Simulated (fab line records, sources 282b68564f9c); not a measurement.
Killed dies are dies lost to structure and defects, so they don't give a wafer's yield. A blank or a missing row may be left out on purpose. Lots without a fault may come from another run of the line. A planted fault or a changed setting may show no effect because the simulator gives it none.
A struck lot beside a sound one | flow rit_cmos | 22 steps out of a route of 202
Sound: wafers L324.1, L324.2, L324.5. Struck: wafers L331.1, L331.5, L331.6. The cause comes at the end.
At each step with rows: each side's tool, then ch and its chambers, then its first start. Under that, the readings that differ: sound wafers | struck wafers | difference of the means | sigmas: that difference in standard deviations of wafers without a fault.
alike: readings whose means differ by less than 2 such deviations, and words and numbers that are the same on both sides. not compared: withheld readings, readings that some wafer has no value for, bounds like >300 that may hide the same value, and numbers for which the record gives no deviation and whose values overlap.
The two part at a step that has a row with sigmas, a row that says differs or no value, or rows on one side only. Numbers that don't overlap but have no deviation are shown without sigmas and don't part them. A reading that every wafer of one side lacks parts them only if that side has two wafers or more.

first, 2 steps without rows for these wafers: RIT_NSD_HARDBAKE_07 (time 60 s); RIT_NSD_IMPLANT_08.
RIT_NSD_STRIP_09: strips in O2, time 180 s.
  sound on plasma_asher-01 ch 0,1, day 4 02:18; struck on plasma_asher-01 ch 0,1, day 5 11:16
  alike: drypump_motor_current_A, o2_flow_sccm, rf_refl_power_W
  not compared: rf_hours_counter_h
RIT_NSD_TW_MEAS_10:
  sound on film_metro-01, day 4 02:28; struck on film_metro-04, day 5 11:26
  reading | sound          | struck         | difference | sigmas
  NSD_TW  | 3037 3050 3043 | 3111 3104 3112 | +66        | +2
then, 6 steps without rows for these wafers: RIT_PSD_HMDS_00 (prime time 60 s); RIT_PSD_COAT_01 (resist thk 1000 nm); RIT_PSD_SOFTBAKE_02 (time 60 s); RIT_PSD_EXPOSE_03 (exposes mask M10, target cd 40900 nm); RIT_PSD_PEB_04; RIT_PSD_DEVELOP_05 (develop time 50 s).
RIT_PSD_OVL_MEAS_06:
  sound on overlay-01, day 4 03:31; struck on overlay-01, day 5 12:20
  alike: PSD_OVL
then, 1 step without rows for these wafers: RIT_PSD_HARDBAKE_07 (time 60 s).
RIT_PSD_IMPLANT_08:
  sound on implanter-02 ch 0, day 4 03:41; struck on implanter-02 ch 0, day 5 12:32
RIT_PSD_STRIP_09: strips in O2, time 180 s.
  sound on plasma_asher-04 ch 0,1, day 4 03:50; struck on plasma_asher-01 ch 0,1, day 5 12:41
  alike: drypump_motor_current_A, o2_flow_sccm, rf_refl_power_W
  not compared: rf_hours_counter_h
RIT_PSD_TW_MEAS_10:
  sound on film_metro-01, day 4 04:01; struck on film_metro-01, day 5 12:51
  alike: PSD_TW
then, 3 steps without rows for these wafers: RIT_SDANNEAL_CLEAN_00 (cleans in SC1, time 600 s); RIT_SDANNEAL_CLEAN_01 (cleans in dHF, time 30 s); RIT_SDANNEAL_CLEAN_02 (cleans in SC2, time 600 s).
RIT_SDANNEAL_RTA_03: time 5 s.
  sound on rtp_anneal-01 ch 0, day 4 04:31; struck on rtp_anneal-02 ch 0, day 5 13:19
  alike: wafer_temp_C_max
RIT_SDANNEAL_RS_MEAS_04: measures by four-point-probe.
  sound on film_metro-01, day 4 04:34; struck on film_metro-03, day 5 13:22
  reading         | sound                | struck               | difference | sigmas
  PSD_RS (ohm/sq) | 116.20 116.24 115.80 | 116.55 117.00 116.69 | +0.67      | +2
RIT_SDANNEAL_RS_MEAS_05: measures by four-point-probe.
  sound on film_metro-01, day 4 04:41; struck on film_metro-03, day 5 13:29
  alike: NSD_RS
RIT_M1_PROBE_99:
  sound on prober-02, day 4 11:56; struck on prober-02, day 5 20:42
  reading                                 | sound                      | struck                  | difference | sigmas
  model.etest.pmos_0p15.drive_ua_um_range | 4.402 2.724 3.683          | 6.985 6.693 6.234       | +3.034     |
  model.etest.pmos_0p15.vt_v_range        | 0.005189 0.004886 0.004409 | 0.01966 0.02023 0.02123 | +0.01555   |
  alike: killed_at_contacts, killed_at_front_end, killed_dies, killed_open, killed_short
  not compared: model.etest.diode_pplus_nwell.cj_ff_um2_range

WHERE THEY PART
First at RIT_NSD_TW_MEAS_10; last, within this record, at RIT_SDANNEAL_RS_MEAS_04. Later steps at which nothing parts them and some readings are alike: RIT_SDANNEAL_RS_MEAS_05, RIT_M1_PROBE_99.

WHY: what the simulator had put in
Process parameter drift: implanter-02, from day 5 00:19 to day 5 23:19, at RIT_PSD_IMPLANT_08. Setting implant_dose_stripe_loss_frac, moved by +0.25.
